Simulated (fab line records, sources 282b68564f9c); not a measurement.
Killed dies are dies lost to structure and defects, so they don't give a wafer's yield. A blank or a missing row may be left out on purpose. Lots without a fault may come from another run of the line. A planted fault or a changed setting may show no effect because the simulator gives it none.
Split-lot experiment | flow rit_cmos | 5 lots, 23 wafers read, on a route of 202 steps

THE SPLIT
At RIT_CONTACT_COAT_03 (resist thk 1000 nm), the setting spin_rpm was moved away from the recipe's 3250 rpm on 10 of the 23 wafers read, by -6.9% to +4.4%. The other wafers ran this setting at the recipe's value.

FROM THE SPLIT TO THE READING: what the file shows between them, 3 steps
- RIT_CONTACT_SOFTBAKE_04: time 60 s
- RIT_CONTACT_EXPOSE_05: exposes mask M11, target cd 1000 nm
- RIT_CONTACT_HARDBAKE_10: time 60 s

THE READING
NOVOLAK_of_CONTACT_COAT_03.thk_nm (the simulator's own value, which no gauge read), in nm, at RIT_CONTACT_ETCH_11 (etches SiO2 in CHF3/CF4/Ar, stops on TiSi2, target depth 480 nm, time 320 s). The file gives no usual value for it. The 13 wafers here that ran the recipe average 773.3 nm, standard deviation 2.3 nm.

wafer  | tool, chamber at the split | spin_rpm as run, rpm | against the recipe | NOVOLAK_of_CONTACT_COAT_03.thk_nm, nm | against lot-mates on the recipe
L076.1 | litho_track-02, 0          | 3250                 | recipe             | 774                                   | -
L076.2 | litho_track-02, 0          | 3250                 | recipe             | 774.8                                 | -
L076.3 | litho_track-02, 0          | 3392                 | +4.4%              | 756.5                                 | -17.8
L076.5 | litho_track-02, 0          | 3392                 | +4.4%              | 757.8                                 | -16.5
L076.6 | litho_track-02, 0          | 3250                 | recipe             | 774.2                                 | -
L081.2 | litho_track-04, 0          | 3025                 | -6.9%              | 800                                   | +28.5
L081.3 | litho_track-04, 0          | 3250                 | recipe             | 772.9                                 | -
L081.4 | litho_track-04, 0          | 3250                 | recipe             | 770.2                                 | -
L081.5 | litho_track-04, 0          | 3025                 | -6.9%              | 802.4                                 | +30.9
L081.6 | litho_track-04, 0          | 3025                 | -6.9%              | 804.1                                 | +32.6
L083.1 | litho_track-02, 0          | 3116                 | -4.1%              | 789.1                                 | +17.2
L083.2 | litho_track-02, 0          | 3250                 | recipe             | 770.8                                 | -
L083.4 | litho_track-02, 0          | 3250                 | recipe             | 773                                   | -
L083.5 | litho_track-02, 0          | 3116                 | -4.1%              | 791.7                                 | +19.8
L083.6 | litho_track-02, 0          | 3116                 | -4.1%              | 788.9                                 | +17.0
L084.1 | litho_track-02, 0          | 3250                 | recipe             | 771.4                                 | -
L084.6 | litho_track-02, 0          | 3250                 | recipe             | 771.4                                 | -
L084.3 | litho_track-02, 0          | 3382                 | +4.1%              | 754.3                                 | -17.2
L084.4 | litho_track-02, 0          | 3382                 | +4.1%              | 751.3                                 | -20.2
L084.5 | litho_track-02, 0          | 3250                 | recipe             | 771.7                                 | -
L085.3 | litho_track-02, 0          | 3250                 | recipe             | 775.3                                 | -
L085.5 | litho_track-02, 0          | 3250                 | recipe             | 773.7                                 | -
L085.6 | litho_track-02, 0          | 3250                 | recipe             | 779                                   | -

THE FIT
A straight line over all 23 wafers: NOVOLAK_of_CONTACT_COAT_03.thk_nm changes by -4.2 nm for each +1% of spin_rpm; r = -0.99; the points scatter about the line by 2.4 nm.
The same after taking each lot's own level away (the mean of its wafers on the recipe; 23 wafers): -4.36 nm for each +1%; r = -0.99; scatter 1.5 nm.
On that fit, the largest move of spin_rpm shifts the reading by 30 nm.
The lots' own levels span 771.50 to 776.00 nm, that is 2.0 times the standard deviation above.
So the lot-to-lot level changes the slope little: the two slopes agree.
Check: with one of the wafers moved furthest among these (-6.9%) left out of the fit, the line predicts +30.7 nm for it against its lot-mates. It came out at +28.5 nm against them.

OTHER SPLITS ON THESE WAFERS
These wafers also went through other splits before the reading. Each is held against what the fit with the lots' levels taken away leaves over:
other split on the same wafers  | wafers away from the commonest value | r with NOVOLAK_of_CONTACT_COAT_03.thk_nm (lot level and that fit taken away)
RIT_PSD_IMPLANT_08 tilt_deg     | 10                                   | +0.25
RIT_SILICIDE_SPUTTER_01 power_w | 8                                    | -0.31

THE WHOLE CHAIN: every reading that the file lists as answering this split, in the file's order
step                    | what it does                                                                | reading                                                                            | change (the file's fit)              | r (the file's)
RIT_CONTACT_COAT_03     | resist thk 1000 nm                                                          | NOVOLAK_of_CONTACT_COAT_03.thk_nm (the simulator's own value, which no gauge read) | -5.07 nm for each +1% of the setting | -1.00
RIT_CONTACT_HARDBAKE_10 | time 60 s                                                                   | NOVOLAK_of_CONTACT_COAT_03.thk_nm (the simulator's own value, which no gauge read) | -4.44 nm for each +1% of the setting | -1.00
RIT_CONTACT_ETCH_11     | etches SiO2 in CHF3/CF4/Ar, stops on TiSi2, target depth 480 nm, time 320 s | NOVOLAK_of_CONTACT_COAT_03.thk_nm (the simulator's own value, which no gauge read) | -4.35 nm for each +1% of the setting | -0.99

THE FILE'S OWN FIT
NOVOLAK_of_CONTACT_COAT_03.thk_nm changes by -4.35 nm for each +1% of spin_rpm, r = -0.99.
